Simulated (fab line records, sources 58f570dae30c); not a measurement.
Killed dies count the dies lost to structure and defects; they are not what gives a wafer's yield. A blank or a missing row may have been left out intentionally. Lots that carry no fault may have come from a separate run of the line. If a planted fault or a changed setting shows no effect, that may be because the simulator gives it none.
Problem report in the 8D (eight disciplines) form, filled by code ; flow berkeleyCmos170 ; the parts of the form that need people (team, actions taken, sign-off) are left out

== 1. PROBLEM STATEMENT ==
Wafers free of any fault read 2328 (standard deviation 27) for PSD_TW at UCB170_PSD_TW_MEAS_10, against a mean of 1917 on 6 wafers of 2 lots. That is -15 standard deviations from the usual mean.
The first sign was on wafer L476.1 at day 8 17:02, on filmMetro-02. The record holds 42 wafers of 14 lots with a number at this step. By rule, "out" or "out of limits" means more than 4 standard deviations away from the usual mean. The other wafers with a number count as sound.

== 2. WHAT IT IS, WHAT IT ISN'T ==
question;is;is not
which readings at this step;PSD_TW;-
which lots;L476, L479;L471, L474, L475, L478, L481, L485, L486, L488, L490, L491, L492, L493
which wafers of those lots;all that have a number;-
read on which gauges;filmMetro-01, filmMetro-02;filmMetro-04
when;from day 8 17:02;"up to then (9 sound wafers); but 27 sound wafers of L478, L481, L485, L486, L488, L490, L491, L492, L493 came after"

== 3. THE SUSPECTS, EACH WITH WHAT RULES IT OUT ==
Counting: a tool at a process step up to the reading stays a suspect if it ran every lot that is out and no sound lot after the first of them.
- the gauge at UCB170_PSD_TW_MEAS_10 has been ruled out. The wafers that are out were read on 2 gauges (filmMetro-01, filmMetro-02).
- implanter-02 at UCB170_PSD_IMPLANT_08: ruled out as a lasting fault. The sound lots L490, L493 went through it after L476, its earliest lot that is out (day 8 16:47).
- plasmaAsher-01 at UCB170_PSD_STRIP_09 (strips in O2): ruled out as a lasting fault. The sound lots L485, L492 went through it after L476, its earliest lot that is out (day 8 16:56).
Left after counting: nothing in the record.

== 4. THE CAUSE (what the simulator had put in) ==
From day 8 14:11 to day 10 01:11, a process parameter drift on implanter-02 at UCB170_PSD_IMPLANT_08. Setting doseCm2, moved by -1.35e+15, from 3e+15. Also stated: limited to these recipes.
It was ruled out by counting, in error; the rule expects a fault to strike all lots run on its tool from its start on, and this fault did not.

== 5. THE EFFECT CHAIN, in route order ==
Each row: a reading whose mean over the struck wafers that have a number lies more than 3 standard deviations from the usual. Scope: only readings with a usual standard deviation given in the record; hours: median across lots of the time from each lot's start at the first step in this table that gives one to its start at this step; sigmas: change in usual standard deviations.
hours;step;reading;usual;on struck wafers;change;sigmas
0;UCB170_PSD_IMPLANT_08;doseIonsCm2;3e+15;2e+15;-1e+15;-99 or more
0;UCB170_PSD_IMPLANT_08;endStationPressureTorr;1.25e-05 Torr;8.97e-06;-3.53e-06;-5.5
0;UCB170_PSD_IMPLANT_08;faradayCurrentUA;9252;5151;-4101;-22
0;UCB170_PSD_STRIP_09;oesProductAu;0.600 a.u.;0.689;+0.089;+20
0;UCB170_PSD_STRIP_09;stripTimeToEndpointS;29.42 s;23.57;-5.85;-75
0;UCB170_PSD_TW_MEAS_10;PSD_TW;2328;1917;-411;-15
5;UCB170_SDANNEAL_RS_MEAS_02;PSD_RS;75.5 ohm/sq;113.4;+37.9;+99 or more
Here are the process steps it includes:
- UCB170_PSD_IMPLANT_08
- UCB170_PSD_STRIP_09: strips in O2.
Later measuring or inspecting steps at which every struck wafer that the step has a row for has a number for every such reading, and none has moved that far: UCB170_SDANNEAL_RS_MEAS_03.

== 6. HOW IT WOULD HAVE BEEN CAUGHT EARLIER ==
Counted from the fault's start at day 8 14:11, it took 3 hours until the first out-of-limits reading at a measuring or inspecting step in this record, taken at day 8 17:02.
The tool's own readings at UCB170_PSD_IMPLANT_08 were out on every struck wafer that the step has a row for (doseIonsCm2, endStationPressureTorr, faradayCurrentUA): an alarm limit on them would have fired on the first of those.
